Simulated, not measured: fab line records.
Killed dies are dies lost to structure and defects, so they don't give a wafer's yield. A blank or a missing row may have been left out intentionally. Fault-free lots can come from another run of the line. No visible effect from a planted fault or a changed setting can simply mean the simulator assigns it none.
fab line records | flow rit_cmos
record: lots: 6 | wafers: 18 | last_day: 7
route steps=202 shown FOX2@24 NWELL@28 PWELL@39 WELLDRIVE@50 M1@202
lots that met no fault: from a run of the same line without faults
start_h: hours from the record's first day to the start of the lot's first wafer shown | wait_h: hours from the lot's prior step to this one | " unchanged from the row above | L1.1+2: a single row standing in for several wafers | - no value, or no start given | * or withheld: withheld | < > ~ a bound
route shown NAME@n: names a module that has steps shown in the file, with the first one's number in the route | usual: mean/standard deviation of fault-free wafers | same: alike in all rows | chamber/n: place in a boat | sites: each site's reading | _std_site: the standard deviation of these | _edge_site: the outer-site mean with the inner-site mean subtracted | radius_mm: how far each site lies from the wafer's centre | mask NAME#n: copy n | behind: the most recent tool/chamber to have shaped the wafer | hold: why the lot was held/for how many hours/how that ended | device: names the non-switching transistor (n, p or np) | end of line: the tests these same wafers got at the end of their route | where a step has no rows: the recipe by itself | killed: at the first sort, the dies lost to defects and structure; wafer yield is something else | map: dies across one wafer; x = killed, . = not, _ = none there
set.NAME: setting as actually run; set.NAME@STEP: the setting as run at that earlier step | model.NAME: the simulator's own value behind a step, which no gauge read
lots seen at some steps along the route; tables by step, rows by wafer
services: from which hour (start_h, from the record's first day; less than 0 if before it) a tool's chamber was out of use, for how many hours, and why
== steps ==
step: RIT_FOX2_THK_MEAS_01
recipe: reads: SiO2_of_FOX2_OXIDATION_00
usual: FOX2_OXIDE_THK: 354/5.6
lot.wafer | tool          | chamber | start_h | wait_h | FOX2_OXIDE_THK[nm]
L319.1    | film_metro-04 | -       | 49.91   | 0.0    | 357
L319.4    | "             | -       | "       | "      | 355
L319.5    | "             | -       | "       | "      | 353
L320.4    | film_metro-04 | -       | 53.71   | 0.0    | 360
L320.5    | "             | -       | "       | "      | 363
L320.6    | "             | -       | "       | "      | 360
L330.2    | film_metro-02 | -       | 106.39  | 0.0    | 349
L330.4    | "             | -       | "       | "      | 339
L330.6    | "             | -       | "       | "      | 348
L331.1    | film_metro-01 | -       | 110.61  | 0.0    | 351
L331.2    | "             | -       | "       | "      | 347
L331.5    | "             | -       | "       | "      | 356
L332.3    | film_metro-04 | -       | 114.76  | 0.0    | 352
L332.4    | "             | -       | "       | "      | 348
L332.5    | "             | -       | "       | "      | 347
L333.1    | film_metro-01 | -       | 120.14  | 0.0    | 353
L333.2    | "             | -       | "       | "      | 351
L333.5    | "             | -       | "       | "      | 356
step: RIT_FOX2_CLEAN_02
recipe: chemistry: dHF | dilution: 50:1 | time_s: 180
step: RIT_FOX2_WET_ETCH_03
recipe: chemistry: H3PO4 | target: Si3N4 | target_depth_nm: 195 | temp_c: 165 | time_s: 2700
step: RIT_FOX2_THK_MEAS_90
recipe: reads: SiO2_of_FOX2_OXIDATION_00
usual: FIELD_OXIDE_LEFT_1_THK: 326/5.6
lot.wafer | tool          | chamber | start_h | wait_h | FIELD_OXIDE_LEFT_1_THK[nm]
L319.1    | film_metro-01 | -       | 50.78   | 0.0    | 330
L319.4    | "             | -       | "       | "      | 327
L319.5    | "             | -       | "       | "      | 326
L320.4    | film_metro-04 | -       | 54.59   | 0.0    | 332
L320.5    | "             | -       | "       | "      | 336
L320.6    | "             | -       | "       | "      | 333
L330.2    | film_metro-02 | -       | 107.27  | 0.0    | 320
L330.4    | "             | -       | "       | "      | 311
L330.6    | "             | -       | "       | "      | 320
L331.1    | film_metro-04 | -       | 111.48  | 0.0    | 323
L331.2    | "             | -       | "       | "      | 320
L331.5    | "             | -       | "       | "      | 329
L332.3    | film_metro-02 | -       | 115.64  | 0.0    | 325
L332.4    | "             | -       | "       | "      | 320
L332.5    | "             | -       | "       | "      | 320
L333.1    | film_metro-04 | -       | 121.02  | 0.0    | 326
L333.2    | "             | -       | "       | "      | 324
L333.5    | "             | -       | "       | "      | 329
step: RIT_NWELL_HMDS_00
recipe: prime_time_s: 61.01 | prime_temp_c: 140
step: RIT_NWELL_COAT_01
recipe: resist: NOVOLAK | spin_rpm: 2000 | resist_thk_nm: 1300
step: RIT_NWELL_SOFTBAKE_02
recipe: resist: NOVOLAK | temp_c: 90 | time_s: 60
step: RIT_NWELL_EXPOSE_03
recipe: mask_id: M2 | na: 0.57 | target_cd_nm: 43900 | dose_mj: 250
step: RIT_NWELL_PEB_04
recipe: resist: NOVOLAK | temp_c: withheld | time_s: withheld
step: RIT_NWELL_DEVELOP_05
recipe: resist: NOVOLAK | develop_time_s: 68 | dev_temp_c: 23
step: RIT_NWELL_OVL_MEAS_06
usual: NWELL_OVL: -0.8/1.6
lot.wafer | tool       | chamber | start_h | wait_h | NWELL_OVL[nm]
L319.1    | overlay-02 | -       | 51.72   | -      | -1.2
L319.4    | "          | -       | "       | "      | -1.3
L319.5    | "          | -       | "       | "      | -0.9
L320.4    | overlay-02 | -       | 55.52   | -      | -2.7
L320.5    | "          | -       | "       | "      | -3.0
L320.6    | "          | -       | "       | "      | -1.3
L330.2    | overlay-01 | -       | 108.20  | -      | -0.9
L330.4    | "          | -       | "       | "      | -1.0
L330.6    | "          | -       | "       | "      | -2.2
L331.1    | overlay-02 | -       | 112.55  | -      | 0.0
L331.2    | "          | -       | "       | "      | -2.3
L331.5    | "          | -       | "       | "      | -1.3
L332.3    | overlay-01 | -       | 116.66  | -      | 1.3
L332.4    | "          | -       | "       | "      | 1.4
L332.5    | "          | -       | "       | "      | 1.4
L333.1    | overlay-01 | -       | 122.08  | -      | -1.9
L333.2    | "          | -       | "       | "      | -1.4
L333.5    | "          | -       | "       | "      | -3.9
step: RIT_NWELL_HARDBAKE_07
recipe: resist: NOVOLAK | temp_c: 140 | time_s: 120
step: RIT_NWELL_IMPLANT_08
recipe: species: P | energy_kev: 170 | dose_cm2: 5e+13 | tilt_deg: 6.754
usual: dose_ions_cm2: 5e+13/6.2e+10 | end_station_pressure_torr: 5.12e-06/2.7e-07 | faraday_current_uA: 158.4/3
lot.wafer | tool         | chamber | start_h | wait_h | dose_ions_cm2 | end_station_pressure_torr | faraday_current_uA
L319.1    | implanter-01 | 0       | 52.01   | 0.2    | 4.984e+13     | 5.23e-06                  | 164.9
L319.4    | "            | 0       | "       | "      | 5.002e+13     | 4.75e-06                  | 159.4
L319.5    | "            | 0       | "       | "      | 4.997e+13     | 5.02e-06                  | 157.9
L320.4    | implanter-04 | 0       | 55.86   | 0.2    | 5.006e+13     | 4.67e-06                  | 157.5
L320.5    | "            | 0       | "       | "      | 5.007e+13     | 5.38e-06                  | 155.2
L320.6    | "            | 0       | "       | "      | 4.998e+13     | 5.44e-06                  | 157.0
L330.2    | implanter-04 | 0       | 108.51  | 0.2    | 5.5e+13       | 4.97e-06                  | 174.6
L330.4    | "            | 0       | "       | "      | 5.501e+13     | 5.05e-06                  | 173.1
L330.6    | "            | 0       | "       | "      | 5.508e+13     | 5.38e-06                  | 177.4
L331.1    | implanter-04 | 0       | 112.83  | 0.2    | 5.509e+13     | 5.19e-06                  | 177.4
L331.2    | "            | 0       | "       | "      | 5.493e+13     | 4.99e-06                  | 175.2
L331.5    | "            | 0       | "       | "      | 5.505e+13     | 5.23e-06                  | 172.5
L332.3    | implanter-01 | 0       | 116.98  | 0.2    | 4.995e+13     | 4.84e-06                  | 156.2
L332.4    | "            | 0       | "       | "      | 4.996e+13     | 4.95e-06                  | 159.2
L332.5    | "            | 0       | "       | "      | 4.997e+13     | 5.15e-06                  | 160.3
L333.1    | implanter-01 | 0       | 122.37  | 0.2    | 5.008e+13     | 5.19e-06                  | 158.7
L333.2    | "            | 0       | "       | "      | 5.001e+13     | 5.11e-06                  | 162.7
L333.5    | "            | 0       | "       | "      | 5.003e+13     | 4.63e-06                  | 164.8
step: RIT_NWELL_STRIP_09
recipe: chemistry: O2 | time_s: 180 | resist: NOVOLAK | platen_temp_c: withheld | power_w: 500 | pressure_mtorr: 4000 | o2_flow_sccm: 4000
usual: drypump_motor_current_A: 6.03/0.27
lot.wafer | tool            | chamber | start_h | wait_h | drypump_motor_current_A | rf_hours_counter_h
L319.1    | plasma_asher-01 | 1       | 52.16   | 0.1    | 5.72                    | 41
L319.4    | "               | 0       | "       | "      | 6.31                    | -
L319.5    | "               | 0       | "       | "      | 6.29                    | -
L320.4    | plasma_asher-02 | 1       | 55.99   | 0.1    | 5.83                    | -
L320.5    | "               | 0       | "       | "      | 5.84                    | -
L320.6    | "               | 1       | "       | "      | 5.84                    | -
L330.2    | plasma_asher-04 | 1       | 108.63  | 0.1    | 5.87                    | 34
L330.4    | "               | 1       | "       | "      | 5.86                    | -
L330.6    | "               | 0       | "       | "      | 6.41                    | -
L331.1    | plasma_asher-04 | 1       | 112.98  | 0.1    | 5.86                    | 34
L331.2    | "               | 0       | "       | "      | 6.40                    | 34
L331.5    | "               | 0       | "       | "      | 6.38                    | -
L332.3    | plasma_asher-04 | 1       | 117.14  | 0.1    | 5.88                    | -
L332.4    | "               | 0       | "       | "      | 6.37                    | -
L332.5    | "               | 0       | "       | "      | 6.36                    | -
L333.1    | plasma_asher-02 | 0       | 122.52  | 0.1    | 5.84                    | 48
L333.2    | "               | 1       | "       | "      | 5.84                    | 48
L333.5    | "               | 1       | "       | "      | 5.82                    | -
step: RIT_NWELL_TW_MEAS_10
usual: NWELL_TW: 2135/10
lot.wafer | tool          | chamber | start_h | wait_h | NWELL_TW
L319.1    | film_metro-03 | -       | 52.33   | 0.1    | 2128
L319.4    | "             | -       | "       | "      | 2127
L319.5    | "             | -       | "       | "      | 2132
L320.4    | film_metro-04 | -       | 56.14   | 0.1    | 2145
L320.5    | "             | -       | "       | "      | 2146
L320.6    | "             | -       | "       | "      | 2142
L330.2    | film_metro-01 | -       | 108.82  | 0.1    | 2221
L330.4    | "             | -       | "       | "      | 2216
L330.6    | "             | -       | "       | "      | 2212
L331.1    | film_metro-01 | -       | 113.16  | 0.1    | 2211
L331.2    | "             | -       | "       | "      | 2221
L331.5    | "             | -       | "       | "      | 2219
L332.3    | film_metro-04 | -       | 117.28  | 0.1    | 2155
L332.4    | "             | -       | "       | "      | 2138
L332.5    | "             | -       | "       | "      | 2140
L333.1    | film_metro-01 | -       | 122.70  | 0.1    | 2143
L333.2    | "             | -       | "       | "      | 2128
L333.5    | "             | -       | "       | "      | 2135
step: RIT_PWELL_HMDS_00
recipe: prime_time_s: 60 | prime_temp_c: 140
step: RIT_PWELL_COAT_01
recipe: resist: NOVOLAK | spin_rpm: 2000 | resist_thk_nm: 1300
step: RIT_PWELL_SOFTBAKE_02
recipe: resist: NOVOLAK | temp_c: 90 | time_s: 60
step: RIT_PWELL_EXPOSE_03
recipe: mask_id: M3 | na: 0.57 | target_cd_nm: 43700 | dose_mj: 250
step: RIT_PWELL_PEB_04
recipe: resist: NOVOLAK | temp_c: withheld | time_s: withheld
step: RIT_PWELL_DEVELOP_05
recipe: resist: NOVOLAK | develop_time_s: 68 | dev_temp_c: 23
step: RIT_PWELL_OVL_MEAS_06
usual: PWELL_OVL: 0.1/1.7
lot.wafer | tool       | chamber | start_h | wait_h | PWELL_OVL[nm]
L319.1    | overlay-01 | -       | 53.27   | -      | 0.1
L319.4    | "          | -       | "       | "      | -1.6
L319.5    | "          | -       | "       | "      | 0.0
L320.4    | overlay-01 | -       | 57.07   | -      | 2.7
L320.5    | "          | -       | "       | "      | 3.9
L320.6    | "          | -       | "       | "      | 3.5
L330.2    | overlay-02 | -       | 109.88  | -      | -1.8
L330.4    | "          | -       | "       | "      | 0.6
L330.6    | "          | -       | "       | "      | -3.6
L331.1    | overlay-02 | -       | 114.22  | -      | -0.7
L331.2    | "          | -       | "       | "      | -0.7
L331.5    | "          | -       | "       | "      | -0.7
L332.3    | overlay-01 | -       | 118.21  | -      | 1.2
L332.4    | "          | -       | "       | "      | 0.3
L332.5    | "          | -       | "       | "      | 0.5
L333.1    | overlay-02 | -       | 123.97  | -      | 1.9
L333.2    | "          | -       | "       | "      | -0.1
L333.5    | "          | -       | "       | "      | 1.6
step: RIT_PWELL_HARDBAKE_07
recipe: resist: NOVOLAK | temp_c: 140 | time_s: 120
step: RIT_PWELL_IMPLANT_08
recipe: species: B | energy_kev: 170 | dose_cm2: 7e+13 | tilt_deg: 7
step: RIT_PWELL_STRIP_09
recipe: chemistry: O2 | time_s: 180 | resist: NOVOLAK | platen_temp_c: withheld | power_w: 500 | pressure_mtorr: 4000 | o2_flow_sccm: 4000
usual: drypump_motor_current_A: 6.00/0.29
lot.wafer | tool            | chamber | start_h | wait_h | drypump_motor_current_A | rf_hours_counter_h
L319.1    | plasma_asher-04 | 1       | 53.71   | 0.1    | 5.87                    | 28
L319.4    | "               | 0       | "       | "      | 6.36                    | -
L319.5    | "               | 0       | "       | "      | 6.36                    | -
L320.4    | plasma_asher-03 | 1       | 57.54   | 0.1    | 6.11                    | -
L320.5    | "               | 1       | "       | "      | 6.04                    | -
L320.6    | "               | 0       | "       | "      | 5.62                    | -
L330.2    | plasma_asher-04 | 0       | 110.31  | 0.1    | 6.38                    | 34
L330.4    | "               | 1       | "       | "      | 5.83                    | -
L330.6    | "               | 1       | "       | "      | 5.87                    | -
L331.1    | plasma_asher-03 | 1       | 114.66  | 0.1    | 6.10                    | 46
L331.2    | "               | 0       | "       | "      | 5.60                    | 46
L331.5    | "               | 0       | "       | "      | 5.61                    | -
L332.3    | plasma_asher-03 | 1       | 118.69  | 0.1    | 6.09                    | -
L332.4    | "               | 0       | "       | "      | 5.62                    | -
L332.5    | "               | 0       | "       | "      | 5.61                    | -
L333.1    | plasma_asher-03 | 0       | 124.40  | 0.1    | 5.60                    | 47
L333.2    | "               | 1       | "       | "      | 6.04                    | 47
L333.5    | "               | 1       | "       | "      | 6.06                    | -
step: RIT_PWELL_TW_MEAS_10
usual: PWELL_TW: 947/5.5
lot.wafer | tool          | chamber | start_h | wait_h | PWELL_TW
L319.1    | film_metro-03 | -       | 53.88   | 0.1    | 942
L319.4    | "             | -       | "       | "      | 940
L319.5    | "             | -       | "       | "      | 941
L320.4    | film_metro-01 | -       | 57.69   | 0.1    | 953
L320.5    | "             | -       | "       | "      | 947
L320.6    | "             | -       | "       | "      | 950
L330.2    | film_metro-04 | -       | 110.49  | 0.1    | 950
L330.4    | "             | -       | "       | "      | 953
L330.6    | "             | -       | "       | "      | 950
L331.1    | film_metro-01 | -       | 114.83  | 0.1    | 953
L331.2    | "             | -       | "       | "      | 957
L331.5    | "             | -       | "       | "      | 949
L332.3    | film_metro-03 | -       | 118.83  | 0.1    | 943
L332.4    | "             | -       | "       | "      | 948
L332.5    | "             | -       | "       | "      | 943
L333.1    | film_metro-04 | -       | 124.58  | 0.1    | 944
L333.2    | "             | -       | "       | "      | 947
L333.5    | "             | -       | "       | "      | 948
step: RIT_WELLDRIVE_ANNEAL_00
recipe: temp_c: 1100 | time_s: 14700 | ambient: N2
step: RIT_WELLDRIVE_RS_MEAS_01
recipe: thk_meas_gauge: four-point-probe
usual: NWELL_RS: 275.3/0.81
lot.wafer | tool          | chamber | start_h | wait_h | NWELL_RS[ohm/sq]
L319.1    | film_metro-04 | -       | 59.03   | 0.0    | 274.2
L319.4    | "             | -       | "       | "      | 273.7
L319.5    | "             | -       | "       | "      | 273.3
L320.4    | film_metro-04 | -       | 62.86   | 0.1    | 276.2
L320.5    | "             | -       | "       | "      | 275.1
L320.6    | "             | -       | "       | "      | 275.4
L330.2    | film_metro-03 | -       | 115.71  | 0.0    | 259.7
L330.4    | "             | -       | "       | "      | 260.4
L330.6    | "             | -       | "       | "      | 260.2
L331.1    | film_metro-04 | -       | 119.98  | 0.0    | 259.5
L331.2    | "             | -       | "       | "      | 259.0
L331.5    | "             | -       | "       | "      | 259.1
L332.3    | film_metro-03 | -       | 123.99  | 0.0    | 274.3
L332.4    | "             | -       | "       | "      | 275.1
L332.5    | "             | -       | "       | "      | 274.5
L333.1    | film_metro-01 | -       | 129.72  | 0.0    | 275.4
L333.2    | "             | -       | "       | "      | 276.2
L333.5    | "             | -       | "       | "      | 275.4
step: RIT_WELLDRIVE_RS_MEAS_02
recipe: thk_meas_gauge: four-point-probe
usual: PWELL_RS: 429.5/1.2
lot.wafer | tool          | chamber | start_h | wait_h | PWELL_RS[ohm/sq]
L319.1    | film_metro-04 | -       | 59.15   | 0.1    | 431.4
L319.4    | "             | -       | "       | "      | 430.6
L319.5    | "             | -       | "       | "      | 431.1
L320.4    | film_metro-04 | -       | 62.98   | 0.1    | 427.8
L320.5    | "             | -       | "       | "      | 427.1
L320.6    | "             | -       | "       | "      | 427.8
L330.2    | film_metro-03 | -       | 115.83  | 0.1    | 428.9
L330.4    | "             | -       | "       | "      | 429.0
L330.6    | "             | -       | "       | "      | 430.0
L331.1    | film_metro-04 | -       | 120.10  | 0.1    | 429.4
L331.2    | "             | -       | "       | "      | 428.2
L331.5    | "             | -       | "       | "      | 428.8
L332.3    | film_metro-03 | -       | 124.11  | 0.1    | 429.0
L332.4    | "             | -       | "       | "      | 429.1
L332.5    | "             | -       | "       | "      | 429.7
L333.1    | film_metro-01 | -       | 129.84  | 0.1    | 427.9
L333.2    | "             | -       | "       | "      | 428.9
L333.5    | "             | -       | "       | "      | 427.8
step: RIT_M1_PROBE_99
usual: killed_at_contacts: 0.1/0.31 | killed_at_front_end: 7/3.3 | killed_dies: 7/3.3 | killed_open: 3.4/2.2 | killed_short: 3.5/2
same: gross_dies: 264 | killed_at_M0_to_M3: 0 | killed_at_M4_up: 0 | killed_at_back_side: 0 | killed_at_other: 0
lot.wafer | tool      | chamber | start_h | wait_h | killed_at_contacts | killed_at_front_end | killed_dies | killed_open | killed_short | model.etest.nwell_pinched.rs_ohm_sq | model.etest.well_edge_left.line_ohm_um | model.etest.well_edge_right.line_ohm_um | model.etest.field_p_metal.vt_v | model.etest.field_p.vt_v | model.etest.iso_nwell_nwell.bv_v | model.etest.diode_pplus_nwell.bv_v | model.etest.vpnp.gain
L319.1    | prober-01 | -       | 88.25   | 0.1    | 0                  | 9                   | 9           | 7           | 2            | 335.5                               | 179.9                                  | 184.4                                   | -28.26                         | -12.55                   | 22.23                            | 6.499                              | 1.015
L319.4    | prober-01 | -       | 88.40   | 0.2    | 0                  | 4                   | 4           | 3           | 1            | 332.9                               | 180.3                                  | 180.5                                   | -28.8                          | -12.55                   | 22.28                            | 6.495                              | 1.032
L319.5    | prober-01 | -       | 88.45   | 0.2    | 0                  | 8                   | 8           | 2           | 6            | 337.4                               | 178.3                                  | 180.4                                   | -28.56                         | -12.54                   | 22.08                            | 6.537                              | 1.04
L320.4    | prober-02 | -       | 92.51   | 0.2    | 0                  | 11                  | 11          | 7           | 4            | 337.2                               | 184.9                                  | 181.3                                   | -29.55                         | -12.97                   | 22.29                            | 6.538                              | 1.019
L320.5    | prober-02 | -       | 92.56   | 0.2    | 0                  | 14                  | 14          | 6           | 8            | 338.5                               | 184.2                                  | 181.8                                   | -29.24                         | -13.02                   | 22.44                            | 6.537                              | 1.014
L320.6    | prober-02 | -       | 92.61   | 0.2    | 0                  | 7                   | 7           | 4           | 3            | 341.3                               | 183.3                                  | 184.7                                   | -28.99                         | -12.97                   | 22.34                            | 6.614                              | 1.029
L330.2    | prober-02 | -       | 148.39  | 0.1    | 0                  | 6                   | 6           | 3           | 3            | 317.6                               | 172.7                                  | 169.5                                   | -30.56                         | -13.36                   | 21.99                            | 6.501                              | 1.022
L330.4    | prober-02 | -       | 148.49  | 0.2    | 0                  | 5                   | 5           | 0           | 5            | 317.5                               | 170.1                                  | 168.9                                   | -31.52                         | -13.43                   | 21.67                            | 6.426                              | 1.002
L330.6    | prober-02 | -       | 148.59  | 0.2    | 0                  | 8                   | 8           | 4           | 4            | 318.6                               | 172.8                                  | 172.5                                   | -30.97                         | -13.34                   | 21.79                            | 6.481                              | 1.01
L331.1    | prober-01 | -       | 149.94  | 0.1    | 0                  | 11                  | 11          | 4           | 7            | 316.4                               | 168.6                                  | 171.3                                   | -30.51                         | -13.13                   | 21.57                            | 6.467                              | 0.9866
L331.2    | prober-01 | -       | 149.99  | 0.1    | 0                  | 5                   | 5           | 1           | 4            | 320.5                               | 169.7                                  | 169.7                                   | -30.37                         | -13.19                   | 22.1                             | 6.54                               | 1.013
L331.5    | prober-01 | -       | 150.14  | 0.2    | 0                  | 2                   | 2           | 1           | 1            | 311.6                               | 169.6                                  | 170.3                                   | -30.98                         | -13.23                   | 21.58                            | 6.361                              | 0.9673
L332.3    | prober-02 | -       | 155.74  | 0.2    | 0                  | 4                   | 4           | 2           | 2            | 338                                 | 180.7                                  | 178                                     | -29.04                         | -12.63                   | 22.37                            | 6.733                              | 1.089
L332.4    | prober-02 | -       | 155.79  | 0.2    | 0                  | 5                   | 5           | 1           | 4            | 335.5                               | 182.7                                  | 184.8                                   | -29.34                         | -12.57                   | 22.14                            | 6.714                              | 1.09
L332.5    | prober-02 | -       | 155.84  | 0.2    | 2                  | 9                   | 11          | 5           | 6            | 335.7                               | 181.2                                  | 180.7                                   | -29.54                         | -12.57                   | 21.89                            | 6.707                              | 1.066
L333.1    | prober-01 | -       | 160.69  | 0.1    | 1                  | 8                   | 9           | 4           | 5            | 339.3                               | 182.8                                  | 182.6                                   | -30.56                         | -13.65                   | 22.02                            | 6.813                              | 1.094
L333.2    | prober-01 | -       | 160.74  | 0.1    | 0                  | 5                   | 5           | 3           | 2            | 341.3                               | 180.8                                  | 179.2                                   | -30.37                         | -13.55                   | 21.97                            | 6.764                              | 1.098
L333.5    | prober-01 | -       | 160.89  | 0.2    | 0                  | 5                   | 5           | 3           | 2            | 336.2                               | 183.4                                  | 178.5                                   | -30.81                         | -13.54                   | 22.32                            | 6.705                              | 1.093
killed by level:class
L319.1 FOX2:geometric_particle:open=4 GATE:geometric_particle:open=2 FOX1:geometric_particle:short=1 GATE:geometric_particle:short=1 SPACER:geometric_particle:open=1
L319.4 GATE:geometric_particle:open=2 FOX1:geometric_particle:short=1 FOX1:geometric_particle:open=1
L319.5 FOX1:geometric_particle:short=2 REOX:geometric_particle:short=2 SILICIDE:geometric_particle:short=2 FOX1:geometric_particle:open=1 SILICIDE:geometric_particle:open=1
L320.4 FOX1:geometric_particle:open=3 FOX1:geometric_particle:short=2 GATE:geometric_particle:open=2 SILICIDE:geometric_particle:open=2 GATE:geometric_particle:short=1 SILICIDE:geometric_particle:short=1
L320.5 FOX1:geometric_particle:short=3 GATE:geometric_particle:open=3 GATE:geometric_particle:short=3 SILICIDE:geometric_particle:open=2 FOX1:geometric_particle:open=1 REOX:geometric_particle:short=1 SILICIDE:geometric_particle:short=1
L320.6 SILICIDE:geometric_particle:open=2 GATE:geometric_particle:open=1 GATE:geometric_particle:short=1 REOX:geometric_particle:short=1 SPACER:geometric_particle:open=1 SILICIDE:geometric_particle:short=1
L330.2 GATE:geometric_particle:short=2 FOX1:geometric_particle:open=1 GATE:geometric_particle:open=1 REOX:geometric_particle:short=1 SILICIDE:geometric_particle:open=1
L330.4 FOX1:geometric_particle:short=2 GATE:geometric_particle:short=2 REOX:geometric_particle:short=1
L330.6 REOX:geometric_particle:short=3 GATE:geometric_particle:open=2 GATE:geometric_particle:short=1 REOX:geometric_particle:open=1 SILICIDE:geometric_particle:open=1
L331.1 SPACER:geometric_particle:short=4 FOX1:geometric_particle:short=2 GATE:geometric_particle:open=2 FOX1:geometric_particle:open=1 GATE:geometric_particle:short=1 SPACER:geometric_particle:open=1
L331.2 SPACER:geometric_particle:short=3 GATE:geometric_particle:open=1 SILICIDE:geometric_particle:short=1
L331.5 SPACER:geometric_particle:short=1 SPACER:geometric_particle:open=1
L332.3 GATE:geometric_particle:open=1 REOX:geometric_particle:short=1 SILICIDE:geometric_particle:short=1 SILICIDE:geometric_particle:open=1
L332.4 SILICIDE:geometric_particle:short=2 GATE:geometric_particle:short=1 REOX:geometric_particle:open=1 SPACER:geometric_particle:short=1
L332.5 GATE:geometric_particle:open=4 REOX:geometric_particle:short=3 FOX1:geometric_particle:short=1 GATE:geometric_particle:short=1 CONTACT:geometric_particle:open=1 CONTACT:geometric_particle:short=1
L333.1 FOX2:geometric_particle:open=2 FOX1:geometric_particle:short=1 GATE:geometric_particle:open=1 REOX:geometric_particle:short=1 REOX:geometric_particle:open=1 SPACER:geometric_particle:short=1 SILICIDE:geometric_particle:short=1 CONTACT:geometric_particle:short=1
L333.2 FOX1:geometric_particle:open=1 GATE:geometric_particle:open=1 GATE:geometric_particle:short=1 REOX:geometric_particle:open=1 SILICIDE:geometric_particle:short=1
L333.5 FOX1:geometric_particle:open=1 FOX1:geometric_particle:short=1 GATE:geometric_particle:open=1 SPACER:geometric_particle:open=1 SILICIDE:geometric_particle:short=1
== services ==
tool            | chamber | start_h | hours | kind
plasma_asher-03 | -       | 37.01   | 14.6  | pm
implanter-01    | -       | 38.72   | 2.7   | pm
plasma_asher-01 | -       | 46.03   | 5.1   | repair
plasma_asher-02 | -       | 51.44   | 2.8   | pm
implanter-04    | -       | 66.68   | 4.8   | pm
implanter-04    | -       | 79.32   | 2.0   | repair
plasma_asher-01 | -       | 105.73  | 12.0  | repair
plasma_asher-01 | -       | 117.71  | 9.0   | pm
plasma_asher-01 | 0       | 117.71  | 9.0   | vent_cycle
plasma_asher-01 | 1       | 117.71  | 9.0   | vent_cycle
== key ==
first_sign: step: RIT_NWELL_IMPLANT_08 | reading: dose_ions_cm2 | direction: up | sigmas: 81 | usual: 5e+13 | struck: 5.502e+13
effect: step: RIT_NWELL_IMPLANT_08 | reading: faraday_current_uA | direction: up | sigmas: 5.6 | usual: 158.4 | struck: 175.0
effect: step: RIT_NWELL_TW_MEAS_10 | reading: NWELL_TW | direction: up | sigmas: 7.9 | usual: 2135 | struck: 2217
effect: step: RIT_WELLDRIVE_RS_MEAS_01 | reading: NWELL_RS | direction: down | sigmas: 19 | usual: 275.3 | struck: 259.7
model_effect: step: RIT_M1_PROBE_99 | value: etest.nwell_pinched.rs_ohm_sq | without: 337.2 | struck: 317
met_at RIT_NWELL_IMPLANT_08
struck_wafers L330.2,L330.4,L330.6,L331.1,L331.2,L331.5
tester_left_out L330,L331
onset_between 55.86 108.51
fault: kind: process_parameter_drift | tool: implanter-04 | chamber: - | onset_h: 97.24 | steps: RIT_NWELL_IMPLANT_08 | channel: dose_cm2 | offset: 5e+12 | shape: step | end_h: 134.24 | acts_in: these_recipes_only | stated: 5e+13
tester_left_out: of these lots the tester's yield and bins aren't shown, on N5 and GAA mostly nor the transistor test; their killed dies are dies lost to structure and defects alone, not to doping, threshold or leakage, so they don't give the yield
